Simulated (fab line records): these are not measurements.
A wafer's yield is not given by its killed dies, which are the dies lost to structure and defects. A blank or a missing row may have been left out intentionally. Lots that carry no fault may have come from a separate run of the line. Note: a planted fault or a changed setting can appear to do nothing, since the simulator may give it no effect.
One fault seen from 2 desks || flow berkeleyCmos170 || only its own numbers are on each desk; what lay behind them is given at the end

== THE METROLOGY DESK ==
Lot by lot, what the gauges showed, no matter which tool ran the lot: averages of those sampled wafers that carry a number. If a lot's mean is further than 4 standard deviations from the usual mean, the lot is out of limits and carries the mark OUT (the distance appears in the brackets).
Columns: A = NLDD_RS at UCB170_SDANNEAL_RS_MEAS_05, usual 617.2 ohm/sq; B = cdNm at UCB170_M1_CD_MEAS_09, usual 700.0 nm; C = cdNm at UCB170_M1_CD_MEAS_90, usual 700.0 nm
{"lot": "L349", "first seen here": "day 6 12:49", "A": 617.4, "B": 700.9, "C": 699.3}
{"lot": "L350", "first seen here": "day 6 19:07", "A": 617.3, "B": 702.5, "C": 703.0}
{"lot": "L351", "first seen here": "day 7 09:15", "A": 617.3, "B": 703.8, "C": 705.7}
{"lot": "L352", "first seen here": "day 7 10:20", "A": 618.9, "B": 699.9, "C": 696.6}
{"lot": "L353", "first seen here": "day 7 10:43", "A": 619.1, "B": 701.6, "C": 702.0}
{"lot": "L354", "first seen here": "day 7 21:53", "A": 617.0, "B": 699.9, "C": 700.1}
{"lot": "L357", "first seen here": "day 8 11:02", "A": 615.9, "B": 701.2, "C": 700.3}
{"lot": "L355", "first seen here": "day 8 11:03", "A": 619.8, "B": 701.7, "C": 702.1}
{"lot": "L358", "first seen here": "day 8 13:32", "A": 616.6, "B": 697.7, "C": 697.3}
{"lot": "L366", "first seen here": "day 10 17:02", "A": 617.4, "B": 699.1, "C": 698.8}
{"lot": "L367", "first seen here": "day 10 17:12", "A": 614.8, "B": 698.1, "C": 697.6}
{"lot": "L368", "first seen here": "day 10 17:20", "A": 618.0, "B": 700.5, "C": 701.2}
{"lot": "L369", "first seen here": "day 11 05:49", "A": 619.6, "B": 700.2, "C": 699.4}
{"lot": "L371", "first seen here": "day 11 09:52", "A": 619.1, "B": 699.4, "C": 698.4}
This desk's verdict: no lot among the 14 shows anything out of limits.

== DESK OF THE TOOL OWNER: lithoTrack-03 ==
For each lot that ran on this tool, the mean over its sampled wafers that have a number, from the tool's own readings at UCB170_V1_PEB_10. If a lot's mean is further than 4 standard deviations from the usual mean, the lot is out of limits and carries the mark OUT (the distance appears in the brackets).
Columns: A = exhaustPa at UCB170_V1_PEB_10, usual 44.8 Pa; B = heaterPowerTotalW at UCB170_V1_PEB_10, usual 56.80 W
{"lot": "L350", "first seen here": "day 7 09:20", "A": 45.5, "B": 56.80}
{"lot": "L353", "first seen here": "day 8 05:02", "A": 45.2, "B": 56.81}
{"lot": "L354", "first seen here": "day 8 13:55", "A": 44.9, "B": 56.81}
{"lot": "L355", "first seen here": "day 9 05:20", "A": 43.4, "B": "57.63 (+17) OUT"}
{"lot": "L358", "first seen here": "day 9 07:11", "A": 44.2, "B": "57.60 (+17) OUT"}
This desk's finding: out of limits on L355, L358; first on L355, day 9 05:20 (heaterPowerTotalW at UCB170_V1_PEB_10). L350, L353, L354 stayed within limits.

== PUT TOGETHER ==
On L355, L358, at day 9 05:20, an alarm was possible from the tool owner's desk.
Metrology desk: nothing out of limits seen.
The metrology desk has L355, L358 on record, within its limits.
UCB170_V1_PEB_10 was run on lithoTrack-03 by each of the lots named.

== WHAT THE SIMULATOR HAD PUT IN ==
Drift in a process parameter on lithoTrack-03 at UCB170_V1_PEB_10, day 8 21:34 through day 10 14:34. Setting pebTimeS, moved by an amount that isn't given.
Struck lots among those shown: L355, L358.
Delay in hours, fault start to first out-of-limits reading, by desk: the tool owner's desk at 8.
